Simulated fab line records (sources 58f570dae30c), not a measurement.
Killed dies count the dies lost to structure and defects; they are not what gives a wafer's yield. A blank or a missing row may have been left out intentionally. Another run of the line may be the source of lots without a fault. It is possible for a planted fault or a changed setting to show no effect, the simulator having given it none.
A struck lot beside a sound one || flow berkeleyCmos170 || 15 steps out of a route of 331
Sound: these wafers, L902.1, L902.5, L902.6. Struck: wafers L910.2, L910.4, L910.5. At the end, the cause is stated.
For every step that has rows: the tool of each side, followed by ch and its chambers, followed by its first start. Under that, the readings that differ: sound wafers || struck wafers || difference of the means || sigmas: that difference in standard deviations of wafers without a fault.
alike: readings with means less than 2 such deviations apart, plus words and numbers identical on both sides. not compared: withheld readings, readings lacking a value on some wafer, bounds such as >300 that could conceal the same value, and numbers that have no deviation in the record and whose values overlap.
Wherever a step has rows on one side only, a row that says differs or no value, or a row with sigmas, the two part there. When numbers do not overlap yet have no deviation, they are printed without sigmas and do not part them. A reading missing from all wafers of one side parts the sides only when that side holds two or more wafers.

first, 4 steps without rows for these wafers: UCB170_PFIELD_SOFTBAKE_02 (time 60 s); UCB170_PFIELD_EXPOSE_03 (exposes mask PFIELD, target cd 1500 nm); UCB170_PFIELD_PEB_04; UCB170_PFIELD_DEVELOP_05 (develop time 45 s).
UCB170_PFIELD_OVL_MEAS_06:
  sound on overlay-01 at day 5 19:25; struck on overlay-01 at day 7 10:21
  alike: PFIELD_OVL
following that, these wafers have no rows for 1 step: UCB170_PFIELD_IMPLANT_07.
UCB170_PFIELD_STRIP_08: strips in O2.
  sound on plasmaAsher-02 ch 0,1, day 5 19:37; struck on plasmaAsher-01 ch 0, day 7 10:32
  alike: drypumpMotorCurrentA, oesProductAu, stripTimeToEndpointS
  not compared: rfHoursCounterH
UCB170_PFIELD_TW_MEAS_09:
  sound on filmMetro-01 at day 5 19:43; struck on filmMetro-02 at day 7 10:38
{"reading": "PFIELD_TW", "sound": "617 614 618", "struck": "605 600 603", "difference": -14, "sigmas": -3}
then, 2 steps without rows for these wafers: UCB170_FIELD_CLEAN_00 (cleans in dHF, time 7.5 s); UCB170_FIELD_OXIDATION_01 (target thk 558.3 nm, ox time 7200 s).
UCB170_FIELD_THK_MEAS_02:
  sound on filmMetro-03 at day 6 02:31; struck on filmMetro-01 at day 7 15:46
  alike: FIELD_OXIDE_THK
then, 1 step without rows for these wafers: UCB170_FIELD_ANNEAL_03 (time 1200 s).
UCB170_FIELD_WET_ETCH_04: etches SiO2 in dHF, time 60 s.
  sound on wetBench-03 ch 1, day 6 06:37; struck on wetBench-04 ch 1, day 7 19:50
  no value came back on the struck wafers for bathHeatDutyPct (%), runLengthS (s); on the sound wafers bathHeatDutyPct (%) reads 6.6 4.9 6.2
{"reading": "model.SiO2_of_FIELD_OXIDATION_01.thkNm (nm)", "sound": "537.5 546.9 539.9", "struck": "555.2 565 569.4", "difference": "+21.8", "sigmas": ""}
then, 1 step without rows for these wafers: UCB170_FIELD_WET_ETCH_05 (etches Si3N4 in H3PO4, time 12600 s).
UCB170_FIELD_WET_ETCH_06: etches SiO2 in BOE, time 22 s.
  sound on wetBench-02 ch 1, day 6 10:08; struck on wetBench-02 ch 0, day 7 23:22
{"reading": "model.SiO2_of_FIELD_OXIDATION_01.thkNm (nm)", "sound": "452.2 462.1 454.8", "struck": "471.6 481.4 485.5", "difference": "+23.1", "sigmas": ""}
  alike: bathHeatDutyPct, runLengthS

## WHERE THEY PART
Earliest at UCB170_PFIELD_TW_MEAS_09; latest, in this record, at UCB170_FIELD_WET_ETCH_04. Later steps at which nothing parts them and some readings are alike: UCB170_FIELD_WET_ETCH_06.

WHY: whatever the simulator had introduced
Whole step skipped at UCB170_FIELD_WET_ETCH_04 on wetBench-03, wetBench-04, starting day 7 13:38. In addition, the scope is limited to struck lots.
